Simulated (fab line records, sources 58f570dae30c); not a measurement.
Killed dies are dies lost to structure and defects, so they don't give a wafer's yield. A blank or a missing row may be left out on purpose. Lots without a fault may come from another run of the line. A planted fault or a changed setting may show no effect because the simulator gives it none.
One fault seen from 2 desks | flow berkeley_cmos170 | each desk has only its own numbers; what lay behind them comes last

THE METROLOGY DESK
What the gauges read, lot by lot, whatever tool the lot ran on: means of the sampled wafers that have a number. A lot is out of limits, marked OUT, if its mean lies more than 4 standard deviations from the usual mean; the brackets give that distance.
Columns: A = cd_nm at UCB170_V1_CD_MEAS_12, usual 699.4 nm
lot  | first seen here | A
L658 | day 7 15:19     | 697.4
L660 | day 8 00:07     | 699.5
L661 | day 8 20:55     | 699.5
L663 | day 9 03:03     | 697.2
L665 | day 9 08:51     | 697.9
L664 | day 9 09:04     | 696.5
L667 | day 9 09:18     | 697.3
L662 | day 9 09:32     | 700.7
L668 | day 9 23:24     | 700.0
L669 | day 10 05:53    | 700.3
L672 | day 11 05:47    | 700.9
L671 | day 11 05:59    | 697.9
L676 | day 11 22:19    | 700.6
L678 | day 12 04:41    | 699.3
This desk's finding: nothing out of limits on any of the 14 lots.

THE TOOL OWNER'S DESK: rie_diel-03
The tool's own readings at UCB170_ZERO_ETCH_06 (etches SiO2 in CHF3/CF4/Ar, time 12 s): means of the sampled wafers that have a number, for each lot that ran on this tool. A lot is out of limits, marked OUT, if its mean lies more than 4 standard deviations from the usual mean; the brackets give that distance.
Columns: A = chamber_pressure_mTorr at UCB170_ZERO_ETCH_06, usual 100.01 mTorr; B = drypump_motor_current_A at UCB170_ZERO_ETCH_06, usual 5.8 A; C = oes_product_au at UCB170_ZERO_ETCH_06, usual 0.620 a.u.; D = throttle_valve_pct at UCB170_ZERO_ETCH_06, usual 9.23 %
lot  | first seen here | A      | B   | C               | D
L660 | day 2 14:14     | 100.04 | 5.5 | 0.622           | 9.11
L662 | day 3 02:33     | 99.96  | 5.5 | 0.618           | 9.24
L663 | day 3 06:14     | 100.02 | 6.0 | 0.621           | 9.09
L669 | day 4 12:20     | 100.00 | 5.7 | 0.629           | 9.12
L672 | day 5 01:56     | 100.04 | 5.7 | 0.740 (+14) OUT | 9.09
L676 | day 5 23:26     | 100.05 | 6.0 | 0.747 (+15) OUT | 9.10
This desk's finding: out of limits on L672, L676; first on L672, day 5 01:56 (oes_product_au at UCB170_ZERO_ETCH_06). In limits: L660, L662, L663, L669.

PUT TOGETHER
The tool owner's desk could have raised an alarm at day 5 01:56, on L672, L676.
The metrology desk saw nothing out of limits.
The metrology desk has L672, L676 on record, within its limits.
Of the lots named, all ran UCB170_ZERO_ETCH_06 on rie_diel-03.

WHAT THE SIMULATOR HAD PUT IN
Process parameter drift: rie_diel-03, from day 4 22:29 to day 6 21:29, at UCB170_ZERO_ETCH_06. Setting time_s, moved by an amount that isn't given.
Lots struck among those shown: L672, L676.
Hours from the fault's start to each desk's first reading out of limits: the tool owner's desk, 3.
